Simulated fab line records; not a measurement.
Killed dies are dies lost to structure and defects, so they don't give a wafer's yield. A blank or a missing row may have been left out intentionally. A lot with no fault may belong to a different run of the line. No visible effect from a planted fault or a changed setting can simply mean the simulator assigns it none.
A single fault, viewed from 2 desks || flow berkeley-cmos170 || each desk holds nothing but its own numbers, with what lay behind them at the end

METROLOGY DESK
Lot by lot, what the gauges showed, no matter which tool ran the lot: averages of those sampled wafers that carry a number. If a lot's mean is further than 4 standard deviations from the usual mean, the lot is out of limits and carries the mark OUT (the distance appears in the brackets).
Columns: A = INCOMING_BOW at UCB170_START_BOW_MEAS_00, usual 0 um; B = cd-nm at UCB170_M2_CD_MEAS_90, usual 699.2 nm; C = M3_OVL at UCB170_M3_OVL_MEAS_16, usual 3 nm
{"lot": "L454", "first seen here": "day 1 15:02", "A": 7, "B": 694.8, "C": 9}
{"lot": "L455", "first seen here": "day 1 20:00", "A": -0, "B": 698.8, "C": -1}
{"lot": "L457", "first seen here": "day 2 06:02", "A": -6, "B": 700.1, "C": 7}
{"lot": "L458", "first seen here": "day 2 11:00", "A": 5, "B": 698.5, "C": 12}
{"lot": "L459", "first seen here": "day 2 16:00", "A": 1, "B": 698.2, "C": -5}
{"lot": "L460", "first seen here": "day 2 21:04", "A": 1, "B": 697.9, "C": 3}
{"lot": "L461", "first seen here": "day 3 02:00", "A": 9, "B": 704.6, "C": 7}
{"lot": "L467", "first seen here": "day 4 08:01", "A": 4, "B": 697.9, "C": -2}
{"lot": "L470", "first seen here": "day 4 23:01", "A": 4, "B": 698.1, "C": 0}
{"lot": "L471", "first seen here": "day 5 04:01", "A": 1, "B": 700.8, "C": 13}
{"lot": "L472", "first seen here": "day 5 09:04", "A": 3, "B": 699.9, "C": 5}
{"lot": "L473", "first seen here": "day 5 14:00", "A": 0, "B": 699.3, "C": 4}
{"lot": "L474", "first seen here": "day 5 19:01", "A": 3, "B": 702.0, "C": -1}
{"lot": "L475", "first seen here": "day 6 00:02", "A": -1, "B": 702.6, "C": -2}
{"lot": "L476", "first seen here": "day 6 05:00", "A": -4, "B": 698.3, "C": 1}
Finding of this desk: none of the 15 lots has anything out of limits.

DESK OF THE TOOL OWNER: wet-bench-04
The tool's own readings at UCB170_ACTIVE_CLEAN_00 (cleans in SPM, time 600 s): means of the sampled wafers that have a number, for each lot that ran on this tool. If a lot's mean is further than 4 standard deviations from the usual mean, the lot is out of limits and carries the mark OUT (the distance appears in the brackets).
Columns: A = bath-guard-temp-C at UCB170_ACTIVE_CLEAN_00, usual 120.2 C; B = bath-heat-duty-pct at UCB170_ACTIVE_CLEAN_00, usual 13.7 %
{"lot": "L459", "first seen here": "day 5 12:52", "A": 119.9, "B": 12.5}
{"lot": "L460", "first seen here": "day 5 12:52", "A": 120.4, "B": 12.4}
{"lot": "L471", "first seen here": "day 7 12:53", "A": 120.2, "B": 12.2}
Finding of this desk: none of the 3 lots has anything out of limits.

PUT TOGETHER
Nothing out of limits was seen by the metrology desk.
The tool owner's desk saw nothing out of limits.

WHAT THE SIMULATOR HAD INSERTED
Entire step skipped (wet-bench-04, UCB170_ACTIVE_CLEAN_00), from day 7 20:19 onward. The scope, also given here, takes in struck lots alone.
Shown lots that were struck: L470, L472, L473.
